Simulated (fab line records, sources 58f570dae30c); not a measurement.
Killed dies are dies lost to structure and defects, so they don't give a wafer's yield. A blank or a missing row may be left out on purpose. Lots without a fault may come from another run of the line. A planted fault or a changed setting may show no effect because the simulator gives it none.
A struck lot beside a sound one | flow berkeley_cmos170 | 14 steps out of a route of 331
Sound: wafers L842.1, L842.2, L842.5. Struck: wafers L856.1, L856.2, L856.4. The cause comes at the end.
At each step with rows: each side's tool, then ch and its chambers, then its first start. Under that, the readings that differ: sound wafers | struck wafers | difference of the means | sigmas: that difference in standard deviations of wafers without a fault.
alike: readings whose means differ by less than 2 such deviations, and words and numbers that are the same on both sides. not compared: withheld readings, readings that some wafer has no value for, bounds like >300 that may hide the same value, and numbers for which the record gives no deviation and whose values overlap.
The two part at a step that has a row with sigmas, a row that says differs or no value, or rows on one side only. Numbers that don't overlap but have no deviation are shown without sigmas and don't part them. A reading that every wafer of one side lacks parts them only if that side has two wafers or more.

first, 1 step without rows for these wafers: UCB170_M3_PRE_CLEAN_00 (preclean etch time 60 s).
UCB170_M3_SPUTTER_01: material Al, target thk 900 nm, time 120 s.
  sound on pvd_sputter-04, day 9 05:23; struck on pvd_sputter-03, day 12 00:22
  alike: cathode_dc_power_W, throttle_valve_pct
UCB170_M3_RS_MEAS_02: measures by four-point-probe.
  sound on film_metro-01, day 9 05:29; struck on film_metro-01, day 12 00:28
  reading           | sound                | struck               | difference | sigmas
  M3_AL_RS (ohm/sq) | 0.0311 0.0318 0.0317 | 0.0325 0.0322 0.0327 | +0.0009    | +2
UCB170_M3_THK_MEAS_03: measures by xrf.
  sound on film_metro-01, day 9 05:36; struck on film_metro-01, day 12 00:35
  reading        | sound       | struck      | difference | sigmas
  M3_AL_THK (nm) | 901 891 889 | 867 872 863 | -26        | -2
then, 3 steps without rows for these wafers: UCB170_M3_HMDS_04 (prime time 60 s); UCB170_M3_COAT_05 (resist thk 900 nm); UCB170_M3_SOFTBAKE_06 (time 60 s).
UCB170_M3_STRIP_07: strips in O2.
  sound on plasma_asher-02 ch 0,1, day 9 06:48; struck on plasma_asher-02 ch 0,1, day 12 01:05
  alike: drypump_motor_current_A, oes_product_au, strip_time_to_endpoint_s
  not compared: rf_hours_counter_h
then, 4 steps without rows for these wafers: UCB170_M3_STRIP_08 (strips KrF in DMSO, time 600 s); UCB170_M3_COAT_09; UCB170_M3_COAT_10 (resist thk 900 nm); UCB170_M3_SOFTBAKE_11 (time 60 s).
UCB170_M3_EXPOSE_12: exposes mask METAL3, target cd 700 nm.
  sound on krf_scanner-02 ch 0, day 9 07:56; struck on krf_scanner-02, day 12 02:32
  no value came back on the struck wafers for exposure_dose_mJ_cm2, focus_offset_nm (nm); on the sound wafers exposure_dose_mJ_cm2 reads 26.010 25.990 26.002
  alike: mask
then, 1 step without rows for these wafers: UCB170_M3_PEB_13.

WHERE THEY PART
First at UCB170_M3_RS_MEAS_02; last, within this record, at UCB170_M3_EXPOSE_12.

WHY: what the simulator had put in
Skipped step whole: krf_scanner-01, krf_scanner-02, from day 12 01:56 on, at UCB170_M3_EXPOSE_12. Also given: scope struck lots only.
